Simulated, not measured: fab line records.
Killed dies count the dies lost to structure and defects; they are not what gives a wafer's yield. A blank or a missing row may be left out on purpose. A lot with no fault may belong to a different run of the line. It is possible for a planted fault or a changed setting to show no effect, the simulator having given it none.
A sampling plan put to the test ; flow berkeley cmos170 ; one line in one fab, 16 faults in these records, each fault weighed on the records of the lots it struck
What counts as the plan is the set of the line's own looks, namely the steps on the route at which a gauge or an inspection reads a wafer and does not change it. A look is open to judgement when struck wafers have a number at it and the file gives its usual mean and standard deviation on fault-free wafers. Caught: at a look after the fault's first step, the mean of the struck wafers lies 4 or more of those standard deviations (sigma) from the usual mean. On the tool: the fault's steps, tested the same way using the tool's own readings. Also counted as caught: the struck wafers showing another recipe, or a record that is empty for them alone.

## THE FAULTS, as the simulator had put them in
1. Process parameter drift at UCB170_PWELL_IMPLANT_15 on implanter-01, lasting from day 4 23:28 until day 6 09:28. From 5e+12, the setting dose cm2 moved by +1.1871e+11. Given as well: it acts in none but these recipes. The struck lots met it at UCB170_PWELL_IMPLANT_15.
2. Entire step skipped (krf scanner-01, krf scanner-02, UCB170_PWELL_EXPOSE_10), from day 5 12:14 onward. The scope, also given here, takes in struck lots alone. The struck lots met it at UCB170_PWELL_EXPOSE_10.
3. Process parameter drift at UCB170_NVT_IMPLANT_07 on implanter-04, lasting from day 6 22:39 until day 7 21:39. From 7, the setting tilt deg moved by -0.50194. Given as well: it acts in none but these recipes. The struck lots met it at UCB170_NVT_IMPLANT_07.
4. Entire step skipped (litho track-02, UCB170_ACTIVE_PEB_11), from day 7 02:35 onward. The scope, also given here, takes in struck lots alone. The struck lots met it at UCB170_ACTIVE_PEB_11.
5. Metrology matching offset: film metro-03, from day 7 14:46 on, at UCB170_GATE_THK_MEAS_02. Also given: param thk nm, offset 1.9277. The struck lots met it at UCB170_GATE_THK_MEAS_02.
6. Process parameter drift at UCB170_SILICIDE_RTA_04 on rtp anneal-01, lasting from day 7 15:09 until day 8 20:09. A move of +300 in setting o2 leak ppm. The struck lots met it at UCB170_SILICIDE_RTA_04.
7. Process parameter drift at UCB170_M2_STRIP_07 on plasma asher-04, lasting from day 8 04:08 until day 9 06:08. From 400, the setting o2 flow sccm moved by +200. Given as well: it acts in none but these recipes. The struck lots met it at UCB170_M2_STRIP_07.
8. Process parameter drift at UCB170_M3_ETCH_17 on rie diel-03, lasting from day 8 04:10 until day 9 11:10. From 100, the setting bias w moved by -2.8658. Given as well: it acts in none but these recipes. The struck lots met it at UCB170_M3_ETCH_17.
9. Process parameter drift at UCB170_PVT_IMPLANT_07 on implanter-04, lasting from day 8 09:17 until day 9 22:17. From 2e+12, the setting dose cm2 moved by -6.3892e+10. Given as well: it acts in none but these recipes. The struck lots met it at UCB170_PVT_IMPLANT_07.
10. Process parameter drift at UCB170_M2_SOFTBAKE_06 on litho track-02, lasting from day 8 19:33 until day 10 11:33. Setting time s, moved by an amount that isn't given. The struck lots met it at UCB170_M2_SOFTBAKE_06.
11. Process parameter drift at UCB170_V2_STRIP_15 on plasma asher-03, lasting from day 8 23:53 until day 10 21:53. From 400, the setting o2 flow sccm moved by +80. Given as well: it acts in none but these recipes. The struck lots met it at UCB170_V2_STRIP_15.
12. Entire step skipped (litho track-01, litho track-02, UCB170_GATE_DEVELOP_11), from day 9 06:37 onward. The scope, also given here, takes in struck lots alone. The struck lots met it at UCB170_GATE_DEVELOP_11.
13. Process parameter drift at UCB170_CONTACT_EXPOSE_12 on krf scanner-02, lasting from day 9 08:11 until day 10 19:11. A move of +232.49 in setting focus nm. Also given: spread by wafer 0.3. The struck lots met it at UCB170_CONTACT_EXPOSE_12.
14. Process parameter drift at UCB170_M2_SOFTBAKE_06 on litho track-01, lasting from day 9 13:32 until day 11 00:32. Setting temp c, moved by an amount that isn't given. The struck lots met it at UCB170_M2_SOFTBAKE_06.
15. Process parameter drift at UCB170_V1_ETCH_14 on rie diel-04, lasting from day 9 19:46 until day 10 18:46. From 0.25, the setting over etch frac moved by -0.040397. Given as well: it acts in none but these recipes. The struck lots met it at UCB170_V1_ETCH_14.
16. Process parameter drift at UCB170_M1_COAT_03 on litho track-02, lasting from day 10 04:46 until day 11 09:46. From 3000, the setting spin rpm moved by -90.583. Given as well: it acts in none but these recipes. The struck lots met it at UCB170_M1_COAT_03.

## WHAT THE PLAN SAW
fault;on the tool itself;first look that catches it;reading, sigma;median hours from its first step to that look;hours from the fault's start to the first struck lot there;judged looks passed uncaught
1;dose ions cm2 +23 sigma;none of the 2 looks that can be judged after it;-;-;-;2
2;no reading that can be judged;no look after it can be judged;-;-;-;0
3;tilt deg -25 sigma;not the one look that can be judged after it;-;-;-;1
4;the tool's record is blank for the struck wafers;no look after it can be judged;-;-;-;0
5;GATE_OXIDE_THK +15 sigma;no look after it can be judged;-;-;-;0
6;chamber o2 ppm +99 or beyond sigma;no look after it can be judged;-;-;-;0
7;o2 flow sccm +99 or beyond sigma;none of the 2 looks that can be judged after it;-;-;-;2
8;bias w -10 sigma;no look after it can be judged;-;-;-;0
9;dose ions cm2 -29 sigma;no look after it can be judged;-;-;-;0
10;heater power total W +99 or beyond sigma;no look after it can be judged;-;-;-;0
11;o2 flow sccm +66 sigma;no look after it can be judged;-;-;-;0
12;the tool's record is blank for the struck wafers;no look after it can be judged;-;-;-;0
13;exposure dose mJ cm2 -8.0 sigma;not the one look that can be judged after it;-;-;-;1
14;heater power total W +58 sigma;no look after it can be judged;-;-;-;0
15;only faintly: oes product au +2.2 sigma;not the one look that can be judged after it;-;-;-;1
16;spin speed rpm -48 sigma;no look after it can be judged;-;-;-;0
Dash: fault not caught, or number not given in these records.

Caught at a look: 0 of 16. Caught on the tool: 14 of 16. By one or the other: 14 of 16.
On the tool alone, faults 1, 3, 4, 5, 6, 7, 8, 9, 10, 11, 12, 13, 14, 16 were caught.
Caught by neither: faults 2, 15.
